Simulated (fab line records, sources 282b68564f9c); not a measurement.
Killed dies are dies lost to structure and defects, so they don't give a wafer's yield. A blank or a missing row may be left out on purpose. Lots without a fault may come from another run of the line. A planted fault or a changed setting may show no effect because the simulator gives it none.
Which tool did it? | flow rit_cmos | 14 lots, 42 wafers sampled, at 2 steps of a route of 202

WHAT THE GAUGES READ, wafer by wafer
RIT_PSD_TW_MEAS_10.
lot  | measured    | on            | PSD_TW
L766 | day 3 03:56 | film_metro-01 | 3441 3421 3419
L767 | day 3 10:52 | film_metro-04 | 3391 3393 3410
L770 | day 3 23:31 | film_metro-01 | 3413 3407 3406
L771 | day 4 06:25 | film_metro-02 | 3417 3380 3408
L773 | day 4 20:51 | film_metro-02 | 3409 3408 3431
L774 | day 5 02:47 | film_metro-04 | 3396 3380 3416
L775 | day 5 06:53 | film_metro-02 | 3416 3418 3422
L777 | day 5 22:25 | film_metro-01 | 3426 3403 3405
L779 | day 6 18:32 | film_metro-02 | 3439 3439 3456
L783 | day 7 02:22 | film_metro-04 | 3392 3376 3396
L784 | day 7 13:13 | film_metro-04 | 3380 3367 3370
L785 | day 7 19:56 | film_metro-04 | 3389 3402 3381
L786 | day 7 20:08 | film_metro-02 | 3430 3446 3434
L789 | day 8 01:31 | film_metro-02 | 3420 3427 3414

RIT_SILICIDE_RS_MEAS_02: measures by four-point-probe.
lot  | measured    | on            | SILICIDE_TI_RS (ohm/sq)
L766 | day 3 05:04 | film_metro-02 | 50.0 51.5 50.2
L767 | day 3 12:02 | film_metro-02 | 49.6 50.1 50.0
L770 | day 4 00:40 | film_metro-03 | 50.9 49.7 50.1
L771 | day 4 07:35 | film_metro-01 | 50.0 50.0 49.3
L773 | day 4 22:01 | film_metro-02 | 49.0 49.2 50.2
L774 | day 5 03:55 | film_metro-01 | 49.4 49.8 49.5
L775 | day 5 08:09 | film_metro-01 | 50.4 49.7 50.4
L777 | day 5 23:35 | film_metro-03 | 50.0 50.4 50.4
L779 | day 6 19:41 | film_metro-03 | 50.2 50.1 48.9
L783 | day 7 03:30 | film_metro-02 | 49.6 49.0 48.6
L784 | day 7 14:22 | film_metro-03 | 50.5 50.5 50.2
L785 | day 7 21:06 | film_metro-03 | 51.2 51.6 50.7
L786 | day 7 21:17 | film_metro-02 | 49.7 50.3 49.7
L789 | day 8 02:41 | film_metro-01 | 50.3 50.0 50.2

WHICH TOOL RAN EACH LOT (tool, then ch and the chambers of the sampled wafers, then the start)
The record holds no process step before these readings.

WHAT THE TOOLS THEMSELVES READ (means of the sampled wafers that have a number; where no wafer has one, the mark that the record gives instead)
The record holds no such reading with a usual standard deviation.

THE ANSWER, worked out from the rows above alone
Rule: what is usual is taken from the lots themselves. Put in order of their means at a reading, lots are off if they are a third of the lots or fewer, leave a main group of 4 or more, and stand apart from it by a gap of 3 or more times the standard deviation of the main group's means; of several such gaps the widest counts. A main group whose means are all the same, to the digits that the tables above print for the reading, isn't used. A lot without any number at a reading at which 4 lots or more have one is off too. The other lots that the step has rows for count as sound. The gauges are gone through in route order, then the tools' own readings, and for those a lot's mean is taken as printed above. The first step at which some lot is off is used, and at that step the reading that is off furthest; a lot without a number counts as furthest.
No lot is off at any reading shown: from this, nothing can be told.

WHAT THE SIMULATOR HAD PUT IN
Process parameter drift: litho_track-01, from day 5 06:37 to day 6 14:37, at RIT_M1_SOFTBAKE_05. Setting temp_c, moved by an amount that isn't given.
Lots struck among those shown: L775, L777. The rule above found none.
